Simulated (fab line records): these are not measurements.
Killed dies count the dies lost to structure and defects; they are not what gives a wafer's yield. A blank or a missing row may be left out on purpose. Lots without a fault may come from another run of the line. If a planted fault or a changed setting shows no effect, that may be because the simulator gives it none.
Which tool was responsible? | flow rit_cmos | Sampling: 14 lots, 42 wafers, 2 of 202 route steps

WHAT EACH GAUGE READ, for each wafer
RIT_M1_CD_MEAS_90 targets a cd of 2600 nm.
lot  | measured    | on        | cd_nm (nm)
L123 | day 3 12:33 | cd_sem-02 | 2600 2600 2598
L124 | day 3 17:58 | cd_sem-01 | 2595 2598 2596
L125 | day 4 00:02 | cd_sem-01 | 2599 2606 2600
L126 | day 4 03:28 | cd_sem-01 | 2596 2596 2601
L130 | day 5 00:42 | cd_sem-02 | 2602 2615 2602
L133 | day 5 15:21 | cd_sem-02 | 2614 2601 2615
L134 | day 5 20:29 | cd_sem-02 | 2601 2601 2604
L135 | day 6 01:16 | cd_sem-02 | 2598 2591 2596
L137 | day 6 12:13 | cd_sem-01 | 2602 2604 2599
L138 | day 6 17:40 | cd_sem-01 | 2597 2592 2599
L140 | day 7 02:09 | cd_sem-01 | 2602 2603 2597
L142 | day 7 12:26 | cd_sem-01 | 2592 2600 2600
L143 | day 7 16:38 | cd_sem-01 | 2602 2601 2600
L145 | day 8 01:45 | cd_sem-02 | 2589 2597 2598

WHAT TOOL EACH LOT RAN ON (gives the tool, then ch and the chambers of the sampled wafers, and finally the start)
lot  | RIT_M1_METAL_ETCH_12
L123 | rie_metal-04 ch 0,1, day 3 12:01
L124 | rie_metal-03 ch 0,1, day 3 17:25
L125 | rie_metal-01 ch 0,1, day 3 23:31
L126 | rie_metal-04 ch 0,1, day 4 02:56
L130 | rie_metal-03 ch 0,1, day 5 00:08
L133 | rie_metal-03 ch 0,1, day 5 14:50
L134 | rie_metal-01 ch 0,1, day 5 19:57
L135 | rie_metal-04 ch 0,1, day 6 00:45
L137 | rie_metal-01 ch 0,1, day 6 11:41
L138 | rie_metal-04 ch 0,1, day 6 17:08
L140 | rie_metal-04 ch 0,1, day 7 01:37
L142 | rie_metal-04 ch 0,1, day 7 11:56
L143 | rie_metal-01 ch 0,1, day 7 16:06
L145 | rie_metal-04 ch 0,1, day 8 01:15
- RIT_M1_METAL_ETCH_12: etches Al in Cl2/BCl3, stops on SiO2, time 165 s, target depth 600 nm.

WHAT THE TOOLS THEMSELVES READ (means of the sampled wafers that have a number; where no wafer has one, the mark that the record gives instead)
RIT_M1_METAL_ETCH_12.
lot  | tool         | bcl3_flow_sccm (sccm) | drypump_motor_current_A (A) | oes_product_au (a.u.) | rf_fwd_power_W (W) | throttle_valve_pct (%)
L123 | rie_metal-04 | 50.04                 | 6.2                         | 0.766                 | 248.4              | 8.29
L124 | rie_metal-03 | 50.03                 | 5.8                         | 0.774                 | 249.2              | 8.43
L125 | rie_metal-01 | 49.91                 | 5.7                         | 0.784                 | 249.8              | 8.37
L126 | rie_metal-04 | 50.04                 | 6.0                         | 0.769                 | 248.6              | 8.36
L130 | rie_metal-03 | 49.99                 | 5.6                         | 0.762                 | 215.3              | 8.32
L133 | rie_metal-03 | 50.03                 | 5.8                         | 0.761                 | 181.9              | 8.44
L134 | rie_metal-01 | 49.99                 | 5.7                         | 0.778                 | 249.3              | 8.37
L135 | rie_metal-04 | 50.13                 | 6.3                         | 0.765                 | 249.0              | 8.29
L137 | rie_metal-01 | 50.07                 | 5.7                         | 0.773                 | 249.1              | 8.36
L138 | rie_metal-04 | 50.07                 | 6.3                         | 0.762                 | 249.0              | 8.29
L140 | rie_metal-04 | 49.84                 | 6.2                         | 0.760                 | 249.5              | 8.29
L142 | rie_metal-04 | 50.05                 | 6.2                         | 0.763                 | 249.1              | 8.29
L143 | rie_metal-01 | 50.03                 | 5.7                         | 0.775                 | 250.0              | 8.37
L145 | rie_metal-04 | 50.09                 | 6.2                         | 0.765                 | 248.4              | 8.30

THE ANSWER, worked out from the rows above alone
Rule: the usual values come from the lots themselves. Put in order of their means at a reading, lots are off if they are a third of the lots or fewer, leave a main group of 4 or more, and stand apart from it by a gap of 3 or more times the standard deviation of the main group's means; of several such gaps the widest counts. A main group whose means are all the same, to the digits that the tables above print for the reading, isn't used. Also off: a lot with no number at a reading for which 4 or more lots have one. Any other lot the step has rows for is counted as sound. After the gauges, taken in route order, come the tools' own readings; for these a lot's mean is taken, as printed above. At the first step where some lot is off, the reading lying furthest off is the one used; lots without a number count as furthest.
Off at RIT_M1_METAL_ETCH_12 (rf_fwd_power_W): L130, L133. Main group: mean 249.1 W, sd 0.48.
If a tool, at that step or one of the process steps before it, ran each lot that is off and ran no sound lot following the first of them, it fits. One candidate fits, namely rie_metal-03 at RIT_M1_METAL_ETCH_12. A fault onset in the window from L124 (day 3 17:25, its last sound lot) to L130 (day 5 00:08, its first lot off) fits.
On the lots that are off, the tool's own readings at RIT_M1_METAL_ETCH_12 differ by more than 5 times the standard deviation of the sound lots' means, which bears it out; rf_fwd_power_W reads 198.6 W there versus 249.1 W on the sound lots.

WHAT WAS PUT IN BY THE SIMULATOR
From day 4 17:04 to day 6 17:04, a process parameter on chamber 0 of rie_metal-03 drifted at RIT_M1_METAL_ETCH_12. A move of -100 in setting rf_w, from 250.
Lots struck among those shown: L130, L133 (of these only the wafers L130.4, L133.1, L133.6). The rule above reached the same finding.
